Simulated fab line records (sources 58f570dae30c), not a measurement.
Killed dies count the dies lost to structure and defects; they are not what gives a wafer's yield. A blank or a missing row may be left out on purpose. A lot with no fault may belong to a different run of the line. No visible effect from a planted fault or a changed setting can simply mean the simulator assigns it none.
Split-lot study -- flow berkeley-cmos170 -- 23 wafers read across 5 lots, on a route 331 steps long

## THE SPLIT
At UCB170_V2_ETCH_14 (etches SiO2 in CHF3/CF4/Ar, stops on Al, target depth 1250 nm, time 291 s), the setting over-etch-frac was moved away from the recipe's 0.25 on 6 of the 23 wafers read, by +14.0% to +28.5%. The other wafers ran this setting at the recipe's value.

The reading comes from the split's own step.

## THE READING
KrF_of_V2_COAT_07.thk-nm (the simulator's own value, which no gauge read), in nm, at UCB170_V2_ETCH_14 (etches SiO2 in CHF3/CF4/Ar, stops on Al, target depth 1250 nm, time 291 s). No usual value for it is given in the file. The 17 wafers here that ran the recipe average 610.9 nm, standard deviation 3.3 nm.

wafer,"tool, chamber at the split",over-etch-frac as run,against the recipe,"KrF_of_V2_COAT_07.thk-nm, nm",against lot-mates on the recipe
L077.1,"rie-diel-02, 1",0.3213,+28.5%,589.6,-16.6
L077.2,"rie-diel-02, 2",0.25,recipe,609,-
L077.3,"rie-diel-02, 0",0.25,recipe,605.9,-
L077.4,"rie-diel-02, 3",0.3213,+28.5%,590.3,-15.9
L077.5,"rie-diel-02, 1",0.25,recipe,603.6,-
L076.1,"rie-diel-03, 1",0.25,recipe,608.4,-
L076.2,"rie-diel-03, 3",0.25,recipe,612.6,-
L076.3,"rie-diel-03, 2",0.25,recipe,613.3,-
L076.4,"rie-diel-03, 0",0.25,recipe,613,-
L076.5,"rie-diel-03, 2",0.25,recipe,610.7,-
L081.2,"rie-diel-03, 1",0.25,recipe,611.4,-
L081.4,"rie-diel-03, 2",0.25,recipe,610.5,-
L081.6,"rie-diel-03, 3",0.25,recipe,615.2,-
L085.2,"rie-diel-03, 2",0.25,recipe,617,-
L085.3,"rie-diel-03, 0",0.25,recipe,613.3,-
L085.4,"rie-diel-03, 1",0.25,recipe,612,-
L085.5,"rie-diel-03, 2",0.2849,+14.0%,607.2,-6.9
L085.6,"rie-diel-03, 1",0.2849,+14.0%,602.5,-11.6
L084.1,"rie-diel-02, 1",0.25,recipe,606.3,-
L084.2,"rie-diel-02, 0",0.3078,+23.1%,601.1,-8.5
L084.4,"rie-diel-02, 3",0.3078,+23.1%,602.7,-6.9
L084.5,"rie-diel-02, 0",0.25,recipe,612.8,-
L084.6,"rie-diel-02, 1",0.25,recipe,609.7,-

FIT RESULTS
A straight line over all 23 wafers: KrF_of_V2_COAT_07.thk-nm changes by -0.584 nm for each +1% of over-etch-frac; r = -0.86; the points scatter about the line by 3.7 nm.
The same after taking each lot's own level away (the mean of its wafers on the recipe; 23 wafers): -0.497 nm for each +1%; r = -0.90; scatter 2.6 nm.
Per that fit: largest over-etch-frac move, reading shift of 14 nm.
The lots' own levels span 606.17 to 614.10 nm, that is 2.4 times the standard deviation above.
So the lot-to-lot level changes the slope: the two fits differ.
Check: with one of the wafers moved furthest among these (+28.5%) left out of the fit, the line predicts -13.4 nm for it against its lot-mates. It came out at -16.6 nm against them.

## FURTHER SPLITS ON THESE WAFERS
Note: prior to the reading, these wafers also went through further splits. Each is held against what the fit with the lots' levels taken away leaves over:
other split on the same wafers,wafers away from the commonest value,r with KrF_of_V2_COAT_07.thk-nm (lot level and that fit taken away)
UCB170_M2_PEB_13 peb-temp-c,7,-0.10

## THE WHOLE CHAIN: every reading that the file lists as answering this split, in the file's order
step,what it does,reading,change (the file's fit),r (the file's)
UCB170_V2_ETCH_14,"etches SiO2 in CHF3/CF4/Ar, stops on Al, target depth 1250 nm, time 291 s","KrF_of_V2_COAT_07.thk-nm (the simulator's own value, which no gauge read)",-0.498 nm for each +1% of the setting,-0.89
UCB170_V2_STRIP_15,strips in O2,strip-time-to-endpoint-s,withheld for each +1% of the setting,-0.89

## THE FILE'S OWN FIT
KrF_of_V2_COAT_07.thk-nm changes by -0.498 nm for each +1% of over-etch-frac, r = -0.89.
